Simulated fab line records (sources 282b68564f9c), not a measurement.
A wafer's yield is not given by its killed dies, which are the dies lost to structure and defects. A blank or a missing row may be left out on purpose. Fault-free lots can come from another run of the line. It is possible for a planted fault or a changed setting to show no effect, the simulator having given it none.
fab line records	flow rit-cmos
record lots=5	wafers=27
route steps=202 shown ACTIVE@14 GATE@95 CONTACT@168 M1@197
start-h: hours from the record's first day to the start of the lot's first wafer shown	wait-h: how many hours have passed since the lot's step before this one	" repeats the value in the row above	L1.1+2: a single row standing in for several wafers	- either no value or no given start	* or withheld: withheld	< > ~ a bound
route shown NAME@n: a module of which the file shows steps, and the number in the route of the first	usual: mean and standard deviation over wafers with no fault	same: alike in all rows	chamber/n: place in a boat	sites: each site's reading	_std_site: standard deviation of those values	_edge_site: the outer-site mean with the inner-site mean subtracted	radius-mm: how far each site lies from the wafer's centre	mask NAME#n: copy n	behind: the tool/chamber that last shaped the wafer	hold: cause of the lot's hold/its duration in hours/its outcome	device: whichever transistor did not switch (one of n, p or np)	end of line: the tests these same wafers got at the end of their route	step lacking rows: just its recipe	killed: count of dies lost to structure and defects at first sort (not the wafer's yield)	map: a wafer's dies, x killed, . not, _ none there
set.NAME: setting as actually run; set.NAME@STEP: the setting as run at that earlier step	model.NAME: the simulator's own value behind a step, which no gauge read
lots whose settings were changed on purpose; a table a step, a row a wafer
## steps
# step RIT_ACTIVE_ETCH_13
# recipe stop-on=SiO2	chemistry=SF6	target=Si3N4	time-s=210	over-etch-frac=0.4	SF6_flow_sccm=200	pressure-mtorr=260	rf-w=125	target-depth-a=2100
# usual oes-product-au=0.823/0.0094
lot.wafer	tool	chamber	start-h	wait-h	set.time-s	oes-product-au	model.NOVOLAK_of_ACTIVE_COAT_06.thk-nm
L076.1	rie-diel-04	0	25.79	0.1	282.4	0.809	573.5
L076.2	"	1	"	"	210	0.819	660.9
L076.3	"	3	"	"	210	0.818	658.3
L076.4	"	2	"	"	282.4	0.807	590.3
L076.5	"	3	"	"	282.4	0.799	577.5
L076.6	"	0	"	"	210	0.827	656.9
L077.1	rie-diel-04	2	31.49	0.1	210	0.817	665.5
L077.2	"	3	"	"	210	0.819	658.8
L077.3	"	0	"	"	210	0.814	653.7
L077.4	"	1	"	"	210	0.820	660.2
L077.5	"	0	"	"	210	0.815	652.8
L077.6	"	3	"	"	210	0.811	658.6
L079.1	rie-diel-04	0	40.36	0.1	210	0.824	651.3
L079.4	"	2	"	"	210	0.821	663.6
L079.6	"	1	"	"	210	0.825	653.1
L080.1	rie-diel-04	0	45.63	0.1	210	0.822	652.4
L080.2	"	3	"	"	210	0.815	655.5
L080.3	"	2	"	"	210	0.825	665.3
L080.4	"	1	"	"	210	0.825	660.2
L080.5	"	3	"	"	210	0.820	652.3
L080.6	"	2	"	"	210	0.827	665
L084.1	rie-diel-04	1	64.80	0.1	210	0.824	661
L084.2	"	0	"	"	210	0.826	652.3
L084.3	"	2	"	"	115.6	0.984	765.5
L084.4	"	3	"	"	115.6	1.004	757.1
L084.5	"	1	"	"	115.6	0.992	759.3
L084.6	"	0	"	"	210	0.828	655.5
# step RIT_GATE_ETCH_19
# recipe chemistry=SF6/CHF3/O2	time-s=165	SF6_flow_sccm=30	CHF3_flow_sccm=30	O2_flow_sccm=5	target=poly-Si	pressure-mtorr=40	rf-w=160	target-depth-a=3125	over-etch-frac=0.25	stop-on=SiO2
# usual oes-product-au=0.848/0.012
lot.wafer	tool	chamber	start-h	wait-h	set.target-depth-a	oes-product-au	model.NOVOLAK_of_GATE_COAT_11.thk-nm
L076.1	rie-si-01	2	47.55	0.1	3125	0.860	668.9
L076.2	"	0	"	"	3125	0.870	665.3
L076.3	"	3	"	"	4097	0.707	643.8
L076.4	"	1	"	"	4097	0.724	647.3
L076.5	"	3	"	"	3125	0.825	669.7
L076.6	"	2	"	"	4097	0.727	643.9
L077.1	rie-si-02	0	55.89	0.1	4750	0.647	635.2
L077.2	"	1	"	"	3125	0.854	671.2
L077.3	"	2	"	"	4750	0.658	629.3
L077.4	"	3	"	"	3125	0.863	671.1
L077.5	"	0	"	"	4750	0.643	636.9
L077.6	"	3	"	"	3125	0.857	668.6
L079.1	rie-si-02	1	61.92	0.1	3125	0.837	674.1
L079.4	"	2	"	"	3125	0.848	671.6
L079.6	"	2	"	"	3125	0.856	672.6
L080.1	rie-si-01	3	68.18	0.1	3125	0.823	666.5
L080.2	"	1	"	"	1818	0.971	705.3
L080.3	"	0	"	"	1818	1.033	699
L080.4	"	2	"	"	1818	1.005	703.7
L080.5	"	3	"	"	3125	0.826	665.7
L080.6	"	0	"	"	3125	0.860	663.6
L084.1	rie-si-01	2	87.12	0.1	3125	0.853	671.8
L084.2	"	3	"	"	3125	0.832	668.8
L084.3	"	1	"	"	3675	0.764	657.2
L084.4	"	0	"	"	3675	0.762	649.7
L084.5	"	0	"	"	3125	0.860	664.9
L084.6	"	3	"	"	3675	0.740	654
# step RIT_CONTACT_CVD_00
# recipe material=SiO2	target-thk-nm=400	precursor=TEOS	temp-c=390	time-s=61	rf-w=400
lot.wafer	tool	chamber	start-h	wait-h	set.time-s	model.SiO2_of_CONTACT_CVD_00.thk-nm
L076.1	pecvd-03	1	61.12	0.1	34.04	227.2
L076.2	"	0	"	"	61	385.8
L076.3	"	1	"	"	34.04	226.1
L076.4	"	0	"	"	34.04	219.4
L076.5	"	1	"	"	61	400.7
L076.6	"	0	"	"	61	390.8
L077.1	pecvd-04	2	69.33	0.1	61	392.4
L077.2	"	0	"	"	61	400.5
L077.3	"	1	"	"	61	401.4
L077.4	"	2	"	"	85.14	560.9
L077.5	"	1	"	"	85.14	568
L077.6	"	0	"	"	85.14	565.3
L079.1	pecvd-03	0	75.53	0.1	61	393.1
L079.4	"	0	"	"	61	396.7
L079.6	"	1	"	"	61	410.8
L080.1	pecvd-04	2	81.47	0.1	48.57	311.6
L080.2	"	0	"	"	61	391.3
L080.3	"	1	"	"	61	398.6
L080.4	"	2	"	"	48.57	312.8
L080.5	"	0	"	"	61	398.3
L080.6	"	1	"	"	48.57	322.5
L084.1	pecvd-01	2	100.64	0.1	61	392
L084.2	"	1	"	"	48.31	315.4
L084.3	"	0	"	"	48.31	303.8
L084.4	"	1	"	"	61	404.4
L084.5	"	0	"	"	61	391.7
L084.6	"	2	"	"	48.31	321.1
# step RIT_CONTACT_THK_MEAS_01
# recipe reads=SiO2_of_CONTACT_CVD_00
# usual CONTACT_TEOS_THK=398/7.2
lot.wafer	tool	chamber	start-h	wait-h	set.time-s@CONTACT_CVD_00	CONTACT_TEOS_THK[nm]
L076.1	film-metro-03	-	61.20	0.1	34.04	227
L076.2	"	-	"	"	61	386
L076.3	"	-	"	"	34.04	226
L076.4	"	-	"	"	34.04	219
L076.5	"	-	"	"	61	401
L076.6	"	-	"	"	61	391
L077.1	film-metro-01	-	69.38	0.0	61	392
L077.2	"	-	"	"	61	400
L077.3	"	-	"	"	61	402
L077.4	"	-	"	"	85.14	561
L077.5	"	-	"	"	85.14	568
L077.6	"	-	"	"	85.14	565
L079.1	film-metro-02	-	75.58	0.0	61	393
L079.4	"	-	"	"	61	397
L079.6	"	-	"	"	61	411
L080.1	film-metro-01	-	81.52	0.0	48.57	312
L080.2	"	-	"	"	61	392
L080.3	"	-	"	"	61	399
L080.4	"	-	"	"	48.57	313
L080.5	"	-	"	"	61	398
L080.6	"	-	"	"	48.57	322
L084.1	film-metro-02	-	100.69	0.0	61	392
L084.2	"	-	"	"	48.31	315
L084.3	"	-	"	"	48.31	304
L084.4	"	-	"	"	61	404
L084.5	"	-	"	"	61	392
L084.6	"	-	"	"	48.31	321
# step RIT_CONTACT_HMDS_02
# recipe prime-time-s=60	prime-temp-c=140
# step RIT_CONTACT_COAT_03
# recipe resist=NOVOLAK	spin-rpm=3250	resist-thk-nm=1019
# step RIT_CONTACT_HARDBAKE_10
# recipe resist=NOVOLAK	temp-c=140	time-s=60
# step RIT_CONTACT_ETCH_11
# recipe target-depth-a=4800	over-etch-frac=0.2	stop-on=TiSi2	chemistry=CHF3/CF4/Ar	target=SiO2	CHF3_flow_sccm=50	cf4-flow-sccm=10	Ar_flow_sccm=100	O2_flow_sccm=5	pressure-mtorr=100	rf-w=200	time-s=320
lot.wafer	tool	chamber	start-h	wait-h	set.time-s@CONTACT_CVD_00	model.etch.depth-nm	model.CONTACT.feature-depth-nm
L076.1	rie-diel-02	2	62.96	0.1	34.04	227.2	227.2
L076.2	"	0	"	"	61	385.8	385.8
L076.3	"	3	"	"	34.04	226.1	226.1
L076.4	"	1	"	"	34.04	219.4	219.4
L076.5	"	3	"	"	61	400.7	400.7
L076.6	"	0	"	"	61	390.8	390.8
L077.1	rie-diel-04	3	70.72	0.1	61	392.4	392.4
L077.2	"	0	"	"	61	400.5	400.5
L077.3	"	2	"	"	61	401.4	401.4
L077.4	"	1	"	"	85.14	472	472
L077.5	"	0	"	"	85.14	473	473
L077.6	"	1	"	"	85.14	472.3	472.3
L079.1	rie-diel-03	1	76.91	0.1	61	393.1	393.1
L079.4	"	2	"	"	61	396.7	396.7
L079.6	"	0	"	"	61	410.8	410.8
L080.1	rie-diel-03	2	82.85	0.1	48.57	311.6	311.6
L080.2	"	0	"	"	61	391.3	391.3
L080.3	"	1	"	"	61	398.6	398.6
L080.4	"	3	"	"	48.57	312.8	312.8
L080.5	"	0	"	"	61	398.3	398.3
L080.6	"	1	"	"	48.57	322.5	322.5
L084.1	rie-diel-02	1	102.10	0.1	61	392	392
L084.2	"	3	"	"	48.31	315.4	315.4
L084.3	"	2	"	"	48.31	303.8	303.8
L084.4	"	0	"	"	61	404.4	404.4
L084.5	"	2	"	"	61	391.7	391.7
L084.6	"	1	"	"	48.31	321.1	321.1
# step RIT_M1_STRIP_13
# recipe chemistry=nmp	resist=NOVOLAK	temp-c=80	time-s=600	dry=n2-spin
lot.wafer	tool	chamber	start-h	wait-h	set.time-s
L076.1+2+3+4+5+6	-	-	-	0.1	506.6
L077.1+2+3+4+5+6	-	-	-	0.1	600
L079.1+4+6	wet-bench-01	0	79.82	0.1	600
L080.1+2+3+4+5+6	-	-	-	0.1	600
L084.1+2+3+4+5+6	-	-	-	0.1	376.1
# step RIT_M1_STRIP_14
# recipe chemistry=O2	time-s=180	platen-temp-c=withheld	power-w=500	pressure-mtorr=4000	o2-flow-sccm=4000
# step RIT_M1_ANNEAL_15
# recipe temp-c=450	time-s=1800	ambient=forming_gas_H2N2
# step RIT_M1_PROBE_99
lot.wafer	tool	chamber	start-h	wait-h	set.target-depth-a@GATE_ETCH_19	model.etest.pmos-turned.r-on-ohm-um	model.etest.pmos_0p15.r-on-ohm-um	model.etest.pmos_0p15.drive-ua-um	model.etest.pmos-turned.drive-ua-um
L076.2	prober-02	-	67.99	0.1	3125	3558	2836	252.9	185.2
L076.3	prober-02	-	68.04	0.2	4097	3176	2543	285.7	208.4
L076.4	prober-02	-	68.09	0.2	4097	3331	2652	266.7	197.3
L076.5	prober-02	-	68.14	0.2	3125	3427	2706	260.5	187
L076.6	prober-02	-	68.19	0.2	4097	3194	2583	289	212.7
L077.1	prober-01	-	75.80	0.1	4750	2960	2418	306.7	230.3
L077.2	prober-01	-	75.85	0.1	3125	3220	2571	277.2	202.2
L077.3	prober-01	-	75.90	0.2	4750	2898	2346	321.7	243.7
L077.4+6	prober-01	-	75.95	0.2	3125	-	-	-	-
L077.5	prober-01	-	76.00	0.2	4750	-	-	-	-
L079.1	prober-01	-	84.10	0.1	3125	3436	2804	251.8	189.2
L079.4	prober-01	-	84.25	0.2	3125	3498	2805	252.8	186.5
L079.6	prober-01	-	84.35	0.2	3125	3431	2769	258.3	194.3
L080.1	prober-02	-	87.74	0.1	3125	3456	2709	261.9	185.6
L080.2+3+4	prober-02	-	87.79	0.1	1818	-	-	-	-
L080.5	prober-02	-	87.94	0.2	3125	3431	2722	263.3	190
L080.6	prober-02	-	87.99	0.2	3125	3453	2725	261.2	185.9
L084.1	prober-02	-	107.13	0.1	3125	3400	2765	258	195.2
L084.2	prober-02	-	107.18	0.1	3125	3339	2720	264.7	198.5
L084.3+4	prober-02	-	107.23	0.2	3675	-	-	-	-
L084.5	prober-02	-	107.33	0.2	3125	-	-	-	-
L084.6	prober-02	-	107.38	0.2	3675	3288	2662	266.3	201.6
# killed by level:class
L079.1 REOX:geometric-particle:open=2 SPACER:geometric-particle:open=2 SILICIDE:geometric-particle:open=2 ACTIVE:geometric-particle:short=1 GATE:geometric-particle:open=1 GATE:geometric-particle:short=1 REOX:geometric-particle:short=1 SPACER:geometric-particle:short=1
L079.4 GATE:geometric-particle:open=2 FOX1:geometric-particle:short=1 FOX1:geometric-particle:open=1 GATE:geometric-particle:short=1 REOX:geometric-particle:short=1 SPACER:geometric-particle:short=1
L079.6 GATE:geometric-particle:open=3 GATE:geometric-particle:short=2 REOX:geometric-particle:open=2 FOX2:geometric-particle:open=1 REOX:geometric-particle:short=1
## key
split step=RIT_ACTIVE_ETCH_13	setting=time-s	stated=210	by=wafer
response step=RIT_ACTIVE_ETCH_13	reading=oes-product-au	shape=bent	at-lowest=0.993	at-stated=0.821	at-highest=0.805
response step=RIT_ACTIVE_ETCH_13	reading=model.NOVOLAK_of_ACTIVE_COAT_06.thk-nm	change=-2.3	per=1%	r=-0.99
split step=RIT_GATE_ETCH_19	setting=target-depth-a	stated=3125	by=wafer
response step=RIT_GATE_ETCH_19	reading=oes-product-au	change=-0.00411	per=1%	r=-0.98
response step=RIT_GATE_ETCH_19	reading=model.NOVOLAK_of_GATE_COAT_11.thk-nm	change=-0.775	per=1%	r=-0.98
response step=RIT_M1_PROBE_99	reading=model.etest.pmos-turned.r-on-ohm-um	change=-6.53	per=1%	r=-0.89
response step=RIT_M1_PROBE_99	reading=model.etest.pmos_0p15.r-on-ohm-um	change=-4.46	per=1%	r=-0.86
response step=RIT_M1_PROBE_99	reading=model.etest.pmos_0p15.drive-ua-um	change=+0.702	per=1%	r=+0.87
response step=RIT_M1_PROBE_99	reading=model.etest.pmos-turned.drive-ua-um	change=+0.634	per=1%	r=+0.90
split step=RIT_CONTACT_CVD_00	setting=time-s	stated=61	by=wafer
response step=RIT_CONTACT_CVD_00	reading=model.SiO2_of_CONTACT_CVD_00.thk-nm	change=+3.98	per=1%	r=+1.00
response step=RIT_CONTACT_THK_MEAS_01	reading=CONTACT_TEOS_THK	change=+3.98	per=1%	r=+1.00
response step=RIT_CONTACT_ETCH_11	reading=model.etch.depth-nm	change=+3.14	per=1%	r=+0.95
response step=RIT_CONTACT_ETCH_11	reading=model.CONTACT.feature-depth-nm	change=+3.14	per=1%	r=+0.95
split step=RIT_M1_STRIP_13	setting=time-s	stated=600	by=lot
response none clear
